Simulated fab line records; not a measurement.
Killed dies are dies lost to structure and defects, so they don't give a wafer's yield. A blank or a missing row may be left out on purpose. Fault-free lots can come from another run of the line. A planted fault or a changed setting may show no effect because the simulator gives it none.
Shared-tool check -- flow rit-cmos -- 15 lots and 45 wafers in the sample

## THE REASON FOR OPENING IT
Of 15 lots, 4 have the reading GATE_OVL flagged at RIT_GATE_OVL_MEAS_17. Wafers without a fault read -0.9 nm, standard deviation 1.4.
Rule: a lot is flagged in two cases, either no wafer of it has a number, or all its wafers with numbers fall more than 4 standard deviations from that mean. All remaining lots are regarded as sound.

lot,measured,on,"GATE_OVL (nm), wafer by wafer",flag
L872,day 2 18:55,overlay-01,-1.8 -2.5 0.0,
L873,day 2 21:08,overlay-01,-2.4 -0.1 -0.3,
L874,day 3 02:50,overlay-01,-1.1 -0.4 0.4,
L875,day 3 06:32,overlay-01,-0.1 -0.3 0.5,
L876,day 3 12:08,overlay-01,1.1 -1.9 2.4,
L877,day 3 19:18,overlay-01,-3.0 -2.3 -2.1,
L878,day 3 22:54,overlay-01,0.5 -0.8 0.7,
L879,day 4 03:07,overlay-02,129.3 128.3 129.3,FLAGGED
L880,day 4 11:18,overlay-01,126.6 128.4 128.8,FLAGGED
L881,day 4 16:52,overlay-02,-1.0 -2.0 -1.6,
L882,day 4 19:39,overlay-01,-2.2 -3.6 -0.8,
L883,day 4 23:50,overlay-02,0.0 0.2 -0.4,
L885,day 5 07:17,overlay-02,129.4 128.0 126.6,FLAGGED
L887,day 5 19:42,overlay-02,129.8 129.8 131.7,FLAGGED
L894,day 7 06:46,overlay-01,-1.4 1.6 1.6,
Average over the flagged lots: 128.8 nm; offset from the usual +129.7 nm, equal to +93 standard deviations.

## LOT BY LOT: THE TOOL USED
The record holds 1 process step before the reading, out of a route of 202 steps. In each cell: the tool, then ch and the chambers that the sampled wafers went through, then the start.
lot,flag,RIT_GATE_EXPOSE_13
L872,,"iline-stepper-02 ch 0, day 2 18:12"
L873,,"iline-stepper-01 ch 0, day 2 20:37"
L874,,"iline-stepper-01 ch 0, day 3 02:19"
L875,,"iline-stepper-02 ch 0, day 3 06:02"
L876,,"iline-stepper-01 ch 0, day 3 11:37"
L877,,"iline-stepper-02 ch 0, day 3 18:47"
L878,,"iline-stepper-02 ch 0, day 3 22:25"
L879,FLAGGED,"iline-stepper-02 ch 0, day 4 02:31"
L880,FLAGGED,"iline-stepper-02 ch 0, day 4 10:47"
L881,,"iline-stepper-01 ch 0, day 4 16:22"
L882,,"iline-stepper-01 ch 0, day 4 19:09"
L883,,"iline-stepper-01 ch 0, day 4 23:19"
L885,FLAGGED,"iline-stepper-02 ch 0, day 5 06:46"
L887,FLAGGED,"iline-stepper-02 ch 0, day 5 19:11"
L894,,"iline-stepper-01 ch 0, day 7 06:09"
These steps, and what they do:
- RIT_GATE_EXPOSE_13: exposes mask M6, target cd 150 nm.
- RIT_GATE_OVL_MEAS_17

## FLAGGED AGAINST TOTAL, ONE TOOL AT A TIME (gauges that did the reading follow at the end)
step,tool,lots run,flagged,share of the flagged lots,sound lots run after its first flagged lot
RIT_GATE_EXPOSE_13,iline-stepper-01,7,0,none,-
RIT_GATE_EXPOSE_13,iline-stepper-02,8,4,all,0
RIT_GATE_OVL_MEAS_17,overlay-01,10,1,some,"2 (L882,L894)"
RIT_GATE_OVL_MEAS_17,overlay-02,5,3,some,"2 (L881,L883)"

## WHAT THE TABLE ALLOWS
Rows of the table that ran each flagged lot: 1, that is iline-stepper-02 at RIT_GATE_EXPOSE_13.
- iline-stepper-02 at RIT_GATE_EXPOSE_13 ran 8 lots, 4 of them flagged. Its last sound lot is L878 (day 3 22:25), its first flagged lot L879 (day 4 02:31): a fault that began between those two fits.
Just one tool remains: iline-stepper-02 at RIT_GATE_EXPOSE_13.

## WHAT WAS PUT IN BY THE SIMULATOR
Scanner matching overlay: iline-stepper-02, from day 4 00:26 on, at RIT_GATE_EXPOSE_13. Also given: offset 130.
Shown lots that were struck: L879, L880, L885, L887. This agrees with what the rule above found.
